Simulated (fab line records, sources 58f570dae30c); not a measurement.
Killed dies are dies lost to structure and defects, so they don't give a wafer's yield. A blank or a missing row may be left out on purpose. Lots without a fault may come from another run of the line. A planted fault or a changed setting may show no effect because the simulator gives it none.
A struck lot beside a sound one | flow berkeley_cmos170 | 26 steps out of a route of 331
Sound: wafers L671.3, L671.5, L671.6. Struck: wafers L681.1, L681.2, L681.4. The cause comes at the end.
At each step with rows: each side's tool, then ch and its chambers, then its first start. Under that, the readings that differ: sound wafers | struck wafers | difference of the means | sigmas: that difference in standard deviations of wafers without a fault.
alike: readings whose means differ by less than 2 such deviations, and words and numbers that are the same on both sides. not compared: withheld readings, readings that some wafer has no value for, bounds like >300 that may hide the same value, and numbers for which the record gives no deviation and whose values overlap.
The two part at a step that has a row with sigmas, a row that says differs or no value, or rows on one side only. Numbers that don't overlap but have no deviation are shown without sigmas and don't part them. A reading that every wafer of one side lacks parts them only if that side has two wafers or more.

first, 2 steps without rows for these wafers: UCB170_SCREENOX_WET_ETCH_00 (etches SiO2 in dHF, time 200 s); UCB170_SCREENOX_OXIDATION_01 (target thk 14.4 nm, ox time 2400 s).
UCB170_SCREENOX_THK_MEAS_02:
  sound on film_metro-03, day 6 11:44; struck on film_metro-03, day 9 02:53
  alike: SCREENOX_OXIDE_THK
then, 7 steps without rows for these wafers: UCB170_SCREENOX_ANNEAL_03 (time 900 s); UCB170_NVT_HMDS_00 (prime time 60 s); UCB170_NVT_COAT_01 (resist thk 900 nm); UCB170_NVT_SOFTBAKE_02 (time 60 s); UCB170_NVT_EXPOSE_03 (exposes mask PWELL, target cd 3000 nm); UCB170_NVT_PEB_04; UCB170_NVT_DEVELOP_05 (develop time 45 s).
UCB170_NVT_OVL_MEAS_06:
  sound on overlay-01, day 6 19:13; struck on overlay-01, day 9 10:44
  alike: NVT_OVL
then, 1 step without rows for these wafers: UCB170_NVT_IMPLANT_07.
UCB170_NVT_STRIP_08: strips in O2.
  sound on plasma_asher-04 ch 0,1, day 6 19:25; struck on plasma_asher-01 ch 0,1, day 9 10:55
  no value came back on the struck wafers for chamber_pressure_mTorr (mTorr), drypump_motor_current_A (A), oes_product_au (a.u.), strip_time_to_endpoint_s (s); on the sound wafers chamber_pressure_mTorr (mTorr) reads 3499 3498 3500
  reading                              | sound | struck          | difference | sigmas
  model.KrF_of_NVT_COAT_01.thk_nm (nm) | 0 0 0 | 885.9 883.6 885 | +884.8     |
  not compared: rf_hours_counter_h
UCB170_NVT_TW_MEAS_09:
  sound on film_metro-03, day 6 19:30; struck on film_metro-03, day 9 11:01
  alike: NVT_TW
then, 7 steps without rows for these wafers: UCB170_NVT_CLEAN_10 (cleans in SPM, time 600 s); UCB170_PVT_HMDS_00 (prime time 60 s); UCB170_PVT_COAT_01 (resist thk 900 nm); UCB170_PVT_SOFTBAKE_02 (time 60 s); UCB170_PVT_EXPOSE_03 (exposes mask NWELL, target cd 3000 nm); UCB170_PVT_PEB_04; UCB170_PVT_DEVELOP_05 (develop time 45 s).
UCB170_PVT_OVL_MEAS_06:
  sound on overlay-01, day 6 20:59; struck on overlay-02, day 9 14:29
  alike: PVT_OVL
then, 1 step without rows for these wafers: UCB170_PVT_IMPLANT_07.
UCB170_PVT_STRIP_08: strips in O2.
  sound on plasma_asher-01 ch 0,1, day 6 21:11; struck on plasma_asher-02 ch 0,1, day 9 14:45
  reading                      | sound             | struck            | difference | sigmas
  oes_product_au (a.u.)        | 0.730 0.727 0.735 | 0.741 0.739 0.744 | +0.011     | +2
  strip_time_to_endpoint_s (s) | 21.52 21.58 21.57 | 47.77 47.77 47.70 | +26.19     | +99 or more
  alike: chamber_pressure_mTorr, drypump_motor_current_A
  not compared: rf_hours_counter_h
UCB170_PVT_TW_MEAS_09:
  sound on film_metro-04, day 6 21:17; struck on film_metro-03, day 9 14:51
  reading | sound             | struck         | difference | sigmas
  PVT_TW  | 501.4 500.5 498.5 | 29.6 29.7 29.8 | -470.4     | -99 or more
then, 1 step without rows for these wafers: UCB170_GATE_WET_ETCH_00 (etches SiO2 in dHF, time 200 s).

WHERE THEY PART
First at UCB170_NVT_STRIP_08; last, within this record, at UCB170_PVT_TW_MEAS_09.

WHY: what the simulator had put in
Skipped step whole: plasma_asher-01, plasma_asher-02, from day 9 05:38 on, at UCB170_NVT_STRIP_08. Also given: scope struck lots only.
